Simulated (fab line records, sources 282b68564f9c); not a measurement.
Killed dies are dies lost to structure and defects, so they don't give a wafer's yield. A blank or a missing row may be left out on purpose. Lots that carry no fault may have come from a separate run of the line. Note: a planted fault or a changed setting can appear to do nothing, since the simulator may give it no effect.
Chamber matching -- flow rit-cmos -- RIT_SPACER_ETCHBACK_05 on rie-diel-02 has 3 sister chambers
The step etches Si3N4 in SF6/CHF3, stops on SiO2, target depth 250 nm, time 240 s. 6 wafers are shown with their chamber, then 6 later ones without.

## WAFERS WITH THEIR CHAMBER
wafer,chamber,drypump-motor-current-A (A),throttle-valve-pct (%)
L230.6,3,6.6,10.36
L231.2,2,5.3,9.96
L231.5,0,5.3,10.47
L231.6,2,5.3,9.98
L234.3,3,6.7,10.36
L234.4,0,5.3,10.45

## WAFERS MISSING THEIR CHAMBER
wafer,drypump-motor-current-A (A),throttle-valve-pct (%)
L234.5,5.3,10.47
L237.2,5.3,10.45
L237.5,6.7,10.34
L250.1,6.7,10.37
L250.4,5.3,10.45
L250.6,6.7,10.35

## WHICH CHAMBER EACH ONE RAN IN
wafer,from the rows above,in truth
L234.5,0,0
L237.2,0,0
L237.5,3,3
L250.1,3,3
L250.4,0,0
L250.6,3,3
6 of 6 placed correctly. Number that these rows cannot place: 0. 0 placed wrongly.
How it was worked out, from the rows above alone: a wafer's distance from a chamber is the root of the sum, over the readings, of the square of ((its reading less the chamber's mean) divided by the reading's scatter). The wafer belongs to the nearest chamber; if the next one is less than 2 further off, it can't be placed. The mean given for a chamber averages the wafers shown for that chamber. The scatter: the root of (the sum of the squares of (reading less its chamber's mean) over the shown wafers, divided by (wafers less chambers)).
